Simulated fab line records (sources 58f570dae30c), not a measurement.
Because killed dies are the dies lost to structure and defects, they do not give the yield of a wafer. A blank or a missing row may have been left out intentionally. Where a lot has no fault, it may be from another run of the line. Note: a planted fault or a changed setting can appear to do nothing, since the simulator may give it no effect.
fab line records ; flow berkeley-cmos170
record lots=15; wafers=45; last-day=13
route steps=331 shown NVT@105 M3@328
lots that met no fault: from a run of the same line without faults
start-h: the number of hours between the record's first day and the start of the first shown wafer of the lot ; wait-h: hours from the lot's prior step to this one ; " as in the row above ; L1.1+2: one row covering several wafers at once ; - value missing, or start not given ; * or withheld: withheld ; < > ~ a bound
route shown NAME@n: a module of which the file shows steps, and the number in the route of the first ; usual: mean/standard deviation of fault-free wafers ; same: alike in all rows ; chamber/n: place in a boat ; sites: readings site by site ; _std_site: the values' standard deviation ; _edge_site: mean of outer sites minus mean of inner sites ; radius-mm: how far each site lies from the wafer's centre ; mask NAME#n: copy n ; behind: tool/chamber where the wafer was last shaped ; hold: reason for holding the lot/hours on hold/outcome of the hold ; device: the n, p or np transistor that did not switch ; end of line: tests run on the same wafers once the route is complete ; a step without rows: its recipe alone ; killed: at the first sort, the dies lost to defects and structure; wafer yield is something else ; map: per-die view of a wafer (x killed, . not killed, _ where there is no die)
set.NAME: the run value of the setting; set.NAME@STEP: its run value at that earlier step ; model.NAME: the simulator's own value behind a step, which no gauge read
route steps across a sampled set of lots; one table per step, one row per wafer
services: a tool's chamber out of use, with start hour (start-h, from the record's first day; less than 0 if before it), hours out, and reason
## steps
# step UCB170_NVT_COAT_01
# recipe resist=KrF; spin-rpm=1500; resist-thk-nm=900
# usual resist-line-temp-C=22.99/0.12
lot.wafer;tool;chamber;start-h;wait-h;resist-line-temp-C
L449.2;litho-track-02;0;128.55;0.1;22.98
L449.5;litho-track-02;0;128.55;0.1;23.16
L449.6;litho-track-02;0;128.55;0.1;23.11
L450.3;litho-track-01;0;128.95;0.1;23.03
L450.4;litho-track-01;0;128.95;0.1;23.08
L450.6;litho-track-01;0;128.95;0.1;23.21
L452.1;litho-track-03;0;151.82;0.1;23.17
L452.2;litho-track-03;0;151.82;0.1;23.12
L452.4;litho-track-03;0;151.82;0.1;22.99
L454.1;litho-track-02;0;151.90;0.1;22.99
L454.5;litho-track-02;0;151.90;0.1;23.02
L454.6;litho-track-02;0;151.90;0.1;22.93
L455.1;litho-track-03;0;164.63;0.1;22.94
L455.4;litho-track-03;0;164.63;0.1;23.00
L455.5;litho-track-03;0;164.63;0.1;22.95
L458.2;litho-track-02;0;170.92;0.1;22.85
L458.3;litho-track-02;0;170.92;0.1;23.11
L458.6;litho-track-02;0;170.92;0.1;22.99
L457.2;litho-track-03;0;170.95;0.1;23.04
L457.3;litho-track-03;0;170.95;0.1;23.16
L457.6;litho-track-03;0;170.95;0.1;23.18
L459.2;litho-track-03;0;191.81;0.1;22.74
L459.3;litho-track-03;0;191.81;0.1;23.00
L459.6;litho-track-03;0;191.81;0.1;22.81
L464.2;litho-track-02;0;207.30;0.1;23.09
L464.3;litho-track-02;0;207.30;0.1;23.07
L464.5;litho-track-02;0;207.30;0.1;22.98
L463.3;litho-track-03;0;207.33;0.1;22.88
L463.4;litho-track-03;0;207.33;0.1;22.87
L463.6;litho-track-03;0;207.33;0.1;22.96
L465.1;litho-track-02;0;223.38;0.1;22.65
L465.3;litho-track-02;0;223.38;0.1;22.88
L465.5;litho-track-02;0;223.38;0.1;22.91
L468.1;litho-track-02;0;229.08;0.1;22.81
L468.5;litho-track-02;0;229.08;0.1;22.85
L468.6;litho-track-02;0;229.08;0.1;22.93
L469.1;litho-track-02;0;237.45;0.1;23.05
L469.3;litho-track-02;0;237.45;0.1;23.20
L469.4;litho-track-02;0;237.45;0.1;22.97
L471.1;litho-track-02;0;244.41;0.1;23.09
L471.2;litho-track-02;0;244.41;0.1;22.85
L471.4;litho-track-02;0;244.41;0.1;23.09
L472.1;litho-track-01;0;244.41;0.1;23.04
L472.3;litho-track-01;0;244.41;0.1;22.97
L472.4;litho-track-01;0;244.41;0.1;22.90
# step UCB170_NVT_STRIP_08
# recipe chemistry=O2; power-w=400; pressure-mtorr=3500; platen-temp-c=withheld; o2-flow-sccm=400; overash-fraction=0.5
# usual drypump-motor-current-A=5.5/0.4; oes-product-au=0.735/0.0045; strip-time-to-endpoint-s=21.69/0.089
lot.wafer;tool;chamber;start-h;wait-h;drypump-motor-current-A;oes-product-au;rf-hours-counter-h;strip-time-to-endpoint-s
L449.2;plasma-asher-03;1;130.38;0.1;6.1;0.733;39;21.54
L449.5;plasma-asher-03;0;130.38;0.1;5.5;0.730;-;21.52
L449.6;plasma-asher-03;1;130.38;0.1;6.1;0.729;-;21.51
L450.3;plasma-asher-04;1;131.04;0.1;5.1;0.738;-;21.87
L450.4;plasma-asher-04;0;131.04;0.1;6.0;0.736;-;21.80
L450.6;plasma-asher-04;1;131.04;0.1;5.1;0.742;-;21.80
L452.1;plasma-asher-01;0;152.70;0.1;5.7;0.740;4;21.52
L452.2;plasma-asher-01;1;152.70;0.1;5.0;0.737;4;21.63
L452.4;plasma-asher-01;1;152.70;0.1;5.0;0.735;-;21.56
L454.1;plasma-asher-01;0;153.21;0.1;5.7;0.740;4;21.66
L454.5;plasma-asher-01;1;153.21;0.1;5.0;0.738;-;21.63
L454.6;plasma-asher-01;0;153.21;0.1;5.7;0.736;-;21.68
L455.1;plasma-asher-01;0;165.50;0.1;5.7;0.739;6;21.55
L455.4;plasma-asher-01;1;165.50;0.1;5.0;0.741;-;21.53
L455.5;plasma-asher-01;0;165.50;0.1;5.7;0.736;-;21.51
L458.2;plasma-asher-04;1;172.20;0.1;5.1;0.742;46;21.66
L458.3;plasma-asher-04;1;172.20;0.1;5.1;0.732;-;21.67
L458.6;plasma-asher-04;1;172.20;0.1;5.1;0.744;-;21.73
L457.2;plasma-asher-01;1;172.55;0.1;5.0;0.737;7;17.36
L457.3;plasma-asher-01;1;172.55;0.1;5.1;0.732;-;17.41
L457.6;plasma-asher-01;0;172.55;0.1;5.7;0.742;-;17.36
L459.2;plasma-asher-04;1;192.94;0.1;5.1;0.730;49;17.48
L459.3;plasma-asher-04;0;192.94;0.1;6.0;0.728;-;17.48
L459.6;plasma-asher-04;1;192.94;0.1;5.1;0.728;-;17.49
L464.2;plasma-asher-03;0;208.49;0.1;5.5;0.734;48;21.75
L464.3;plasma-asher-03;0;208.49;0.1;5.5;0.743;-;21.74
L464.5;plasma-asher-03;0;208.49;0.1;5.5;0.732;-;21.74
L463.3;plasma-asher-01;1;209.77;0.1;5.1;0.728;-;17.38
L463.4;plasma-asher-01;0;209.77;0.1;5.7;0.731;-;17.40
L463.6;plasma-asher-01;1;209.77;0.1;5.1;0.735;-;17.41
L465.1;plasma-asher-01;1;224.59;0.1;5.1;0.735;12;21.76
L465.3;plasma-asher-01;0;224.59;0.1;5.7;0.735;-;21.79
L465.5;plasma-asher-01;1;224.59;0.1;5.0;0.738;-;21.70
L468.1;plasma-asher-03;0;230.69;0.1;5.4;0.731;50;21.61
L468.5;plasma-asher-03;0;230.69;0.1;5.5;0.736;-;21.62
L468.6;plasma-asher-03;1;230.69;0.1;6.1;0.735;-;21.55
L469.1;plasma-asher-01;0;238.57;0.1;5.6;0.733;14;21.71
L469.3;plasma-asher-01;1;238.57;0.1;5.0;0.735;-;21.68
L469.4;plasma-asher-01;0;238.57;0.1;5.6;0.739;-;21.77
L472.1;plasma-asher-01;1;245.41;0.1;5.0;0.727;14;21.80
L472.3;plasma-asher-01;0;245.41;0.1;5.7;0.734;-;21.81
L472.4;plasma-asher-01;1;245.41;0.1;5.0;0.734;-;21.82
L471.1;plasma-asher-04;0;245.65;0.1;6.0;0.722;54;21.64
L471.2;plasma-asher-04;1;245.65;0.1;5.1;0.733;54;21.75
L471.4;plasma-asher-04;0;245.65;0.1;6.0;0.735;-;21.70
# step UCB170_M3_STRIP_19
# recipe chemistry=O2; power-w=400; pressure-mtorr=3500; platen-temp-c=withheld; o2-flow-sccm=400; overash-fraction=0.5
# usual drypump-motor-current-A=5.5/0.35; oes-product-au=0.536/0.012
lot.wafer;tool;chamber;start-h;wait-h;drypump-motor-current-A;oes-product-au;rf-hours-counter-h
L450.3;plasma-asher-01;1;187.26;0.1;5.0;0.538;-
L450.4;plasma-asher-01;0;187.26;0.1;5.7;0.553;-
L450.6;plasma-asher-01;0;187.26;0.1;5.7;0.551;-
L449.2;plasma-asher-04;0;187.84;0.2;6.0;0.517;48
L449.5;plasma-asher-04;0;187.84;0.2;6.0;0.520;-
L449.6;plasma-asher-04;1;187.84;0.2;5.1;0.524;-
L454.1;plasma-asher-02;1;209.96;0.1;5.5;0.535;40
L454.5;plasma-asher-02;0;209.96;0.1;5.5;0.530;-
L454.6;plasma-asher-02;1;209.96;0.1;5.5;0.523;-
L452.1;plasma-asher-04;1;210.08;0.1;5.1;0.566;51
L452.2;plasma-asher-04;0;210.08;0.1;6.0;0.548;51
L452.4;plasma-asher-04;1;210.08;0.1;5.1;0.544;-
L455.1;plasma-asher-01;0;225.03;0.1;5.7;0.525;12
L455.4;plasma-asher-01;0;225.03;0.1;5.7;0.539;-
L455.5;plasma-asher-01;0;225.03;0.1;5.7;0.524;-
L458.2;plasma-asher-01;1;232.34;0.1;5.1;0.548;13
L458.3;plasma-asher-01;0;232.34;0.1;5.7;0.538;-
L458.6;plasma-asher-01;0;232.34;0.1;5.7;0.558;-
L457.2;plasma-asher-04;0;235.61;0.1;6.0;0.525;53
L457.3;plasma-asher-04;1;235.61;0.1;5.1;0.537;-
L457.6;plasma-asher-04;1;235.61;0.1;5.1;0.520;-
L459.2;plasma-asher-04;1;256.93;0.1;5.1;0.552;56
L459.3;plasma-asher-04;0;256.93;0.1;6.0;0.524;-
L459.6;plasma-asher-04;0;256.93;0.1;6.0;0.553;-
L464.2;plasma-asher-04;1;260.53;0.1;5.1;0.532;57
L464.3;plasma-asher-04;1;260.53;0.1;5.1;0.534;-
L464.5;plasma-asher-04;0;260.53;0.1;6.0;0.543;-
L463.3;plasma-asher-01;0;264.23;0.1;5.7;0.530;-
L463.4;plasma-asher-01;1;264.23;0.1;5.1;0.520;-
L463.6;plasma-asher-01;0;264.23;0.1;5.7;0.538;-
L468.1;plasma-asher-02;0;289.98;0.1;5.5;0.554;50
L468.5;plasma-asher-02;0;289.98;0.1;5.5;0.517;-
L468.6;plasma-asher-02;1;289.98;0.1;5.4;0.556;-
L465.1;plasma-asher-04;0;290.43;0.1;6.0;0.522;60
L465.3;plasma-asher-04;1;290.43;0.1;5.1;0.532;-
L465.5;plasma-asher-04;1;290.43;0.1;5.1;0.531;-
L469.1;plasma-asher-02;0;298.56;0.1;5.6;0.558;51
L469.3;plasma-asher-02;1;298.56;0.1;5.4;0.534;-
L469.4;plasma-asher-02;0;298.56;0.1;5.5;0.548;-
L471.1;plasma-asher-01;0;302.17;0.3;5.7;0.541;19
L471.2;plasma-asher-01;1;302.17;0.3;5.0;0.521;19
L471.4;plasma-asher-01;0;302.17;0.3;5.7;0.524;-
L472.1;plasma-asher-04;1;302.35;0.1;5.1;0.541;62
L472.3;plasma-asher-04;1;302.35;0.1;5.1;0.530;-
L472.4;plasma-asher-04;0;302.35;0.1;6.0;0.542;-
# step UCB170_M3_CD_MEAS_90
# recipe target-cd-nm=700
# usual cd-nm=700.0/2.8
lot.wafer;tool;chamber;start-h;wait-h;cd-nm
L450.3;cd-sem-01;-;187.37;0.1;700.7
L450.4;cd-sem-01;-;187.37;0.1;703.4
L450.6;cd-sem-01;-;187.37;0.1;701.5
L449.2;cd-sem-01;-;187.96;0.1;699.3
L449.5;cd-sem-01;-;187.96;0.1;699.7
L449.6;cd-sem-01;-;187.96;0.1;701.4
L454.1;cd-sem-02;-;210.19;0.2;694.2
L454.5;cd-sem-02;-;210.19;0.2;696.1
L454.6;cd-sem-02;-;210.19;0.2;700.9
L452.1;cd-sem-01;-;210.21;0.1;701.8
L452.2;cd-sem-01;-;210.21;0.1;703.5
L452.4;cd-sem-01;-;210.21;0.1;697.4
L455.1;cd-sem-02;-;225.13;0.1;695.2
L455.4;cd-sem-02;-;225.13;0.1;702.5
L455.5;cd-sem-02;-;225.13;0.1;698.1
L458.2;cd-sem-02;-;232.46;0.1;697.5
L458.3;cd-sem-02;-;232.46;0.1;696.2
L458.6;cd-sem-02;-;232.46;0.1;699.8
L457.2;cd-sem-01;-;235.73;0.1;702.3
L457.3;cd-sem-01;-;235.73;0.1;702.1
L457.6;cd-sem-01;-;235.73;0.1;697.2
L459.2;cd-sem-02;-;257.05;0.1;698.8
L459.3;cd-sem-02;-;257.05;0.1;695.3
L459.6;cd-sem-02;-;257.05;0.1;697.5
L464.2;cd-sem-02;-;260.65;0.1;698.1
L464.3;cd-sem-02;-;260.65;0.1;699.8
L464.5;cd-sem-02;-;260.65;0.1;697.5
L463.3;cd-sem-01;-;264.33;0.1;692.0
L463.4;cd-sem-01;-;264.33;0.1;699.9
L463.6;cd-sem-01;-;264.33;0.1;698.8
L468.1;cd-sem-01;-;290.08;0.1;702.5
L468.5;cd-sem-01;-;290.08;0.1;698.0
L468.6;cd-sem-01;-;290.08;0.1;700.8
L465.1;cd-sem-02;-;290.53;0.1;701.6
L465.3;cd-sem-02;-;290.53;0.1;701.3
L465.5;cd-sem-02;-;290.53;0.1;701.5
L469.1;cd-sem-02;-;298.66;0.1;698.4
L469.3;cd-sem-02;-;298.66;0.1;697.0
L469.4;cd-sem-02;-;298.66;0.1;699.4
L471.1;cd-sem-02;-;302.27;0.1;698.4
L471.2;cd-sem-02;-;302.27;0.1;700.1
L471.4;cd-sem-02;-;302.27;0.1;698.5
L472.1;cd-sem-02;-;302.45;0.1;699.2
L472.3;cd-sem-02;-;302.45;0.1;702.6
L472.4;cd-sem-02;-;302.45;0.1;702.4
## services
tool;chamber;start-h;hours;kind
plasma-asher-01;-;108.75;9.0;pm
plasma-asher-01;0;108.75;9.0;vent-cycle
plasma-asher-01;1;108.75;9.0;vent-cycle
plasma-asher-01;0;117.75;-;clean
plasma-asher-01;1;117.75;-;clean
plasma-asher-02;-;185.16;1.3;repair
plasma-asher-01;-;217.24;1.8;repair
plasma-asher-03;-;227.57;1.5;repair
plasma-asher-01;-;248.27;14.6;pm
plasma-asher-04;-;267.41;1.3;repair
plasma-asher-01;-;271.00;1.2;repair
plasma-asher-04;-;298.07;1.9;repair
## key
first-sign step=UCB170_NVT_STRIP_08; reading=strip-time-to-endpoint-s; direction=down; sigmas=48; usual=*; struck=*
effect none on later readings
met-at UCB170_NVT_COAT_01
struck-lots L457,L459,L463
tester-left-out L457,L459,L463
not-acting-at UCB170_M3_STRIP_19,UCB170_M3_CD_MEAS_90
onset-between 164.63 170.95
fault kind=process-parameter-drift; tool=litho-track-03; chamber=-; onset-h=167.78; steps=UCB170_NVT_COAT_01; channel=resist-thk-nm; offset=*; shape=step; end-h=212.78; acts-in=*; stated=*
# tester-left-out: of these lots the tester's yield and bins aren't shown, on N5 and GAA mostly nor the transistor test; their killed dies are dies lost to structure and defects alone, not to doping, threshold or leakage, so they don't give the yield
